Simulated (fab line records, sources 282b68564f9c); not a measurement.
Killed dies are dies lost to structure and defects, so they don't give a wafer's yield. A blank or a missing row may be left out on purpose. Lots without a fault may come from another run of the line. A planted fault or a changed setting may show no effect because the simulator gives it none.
Which tool did it? | flow rit_cmos | 7 lots, 21 wafers sampled, at 2 steps of a route of 202

WHAT THE GAUGES READ, wafer by wafer
RIT_ACTIVE_CD_MEAS_11: target cd 1400 nm.
lot  | measured    | on        | cd_nm (nm)
L541 | day 1 20:19 | cd_sem-01 | 1402.2 1402.0 1401.7
L543 | day 2 07:00 | cd_sem-01 | 1399.6 1400.2 1400.8
L545 | day 2 16:36 | cd_sem-01 | 1401.4 1401.9 1400.6
L547 | day 3 01:53 | cd_sem-01 | 1399.2 1399.8 1397.3
L555 | day 4 17:53 | cd_sem-02 | 1393.8 1387.1 1390.9
L559 | day 5 14:28 | cd_sem-01 | 1401.2 1398.2 1398.1
L563 | day 6 10:12 | cd_sem-01 | 1402.0 1401.8 1403.7

WHICH TOOL RAN EACH LOT (tool, then ch and the chambers of the sampled wafers, then the start)
lot  | RIT_ACTIVE_EXPOSE_08
L541 | iline_stepper-02 ch 0, day 1 19:54
L543 | iline_stepper-02 ch 0, day 2 06:36
L545 | iline_stepper-01 ch 0, day 2 16:12
L547 | iline_stepper-02 ch 0, day 3 01:29
L555 | iline_stepper-02 ch 0, day 4 17:22
L559 | iline_stepper-01 ch 0, day 5 14:04
L563 | iline_stepper-01 ch 0, day 6 09:48
- RIT_ACTIVE_EXPOSE_08: exposes mask M1, target cd 1400 nm.

THE ANSWER, worked out from the rows above alone
Rule: what is usual is taken from the lots themselves. Put in order of their means at a reading, lots are off if they are a third of the lots or fewer, leave a main group of 4 or more, and stand apart from it by a gap of 3 or more times the standard deviation of the main group's means; of several such gaps the widest counts. A main group whose means are all the same, to the digits that the tables above print for the reading, isn't used. A lot without any number at a reading at which 4 lots or more have one is off too. The other lots that the step has rows for count as sound.
Off: L555, at RIT_ACTIVE_CD_MEAS_11 (cd_nm). The main group: mean 1400.7 nm, standard deviation 1.4.
A tool fits if, at a process step before that reading, it ran every lot that is off, and no sound lot after the first of them. The gauges at RIT_ACTIVE_CD_MEAS_11 are tried like those tools. Can't be told from this: 2 tools fit, iline_stepper-02 at RIT_ACTIVE_EXPOSE_08, cd_sem-02 at RIT_ACTIVE_CD_MEAS_11.

WHAT THE SIMULATOR HAD PUT IN
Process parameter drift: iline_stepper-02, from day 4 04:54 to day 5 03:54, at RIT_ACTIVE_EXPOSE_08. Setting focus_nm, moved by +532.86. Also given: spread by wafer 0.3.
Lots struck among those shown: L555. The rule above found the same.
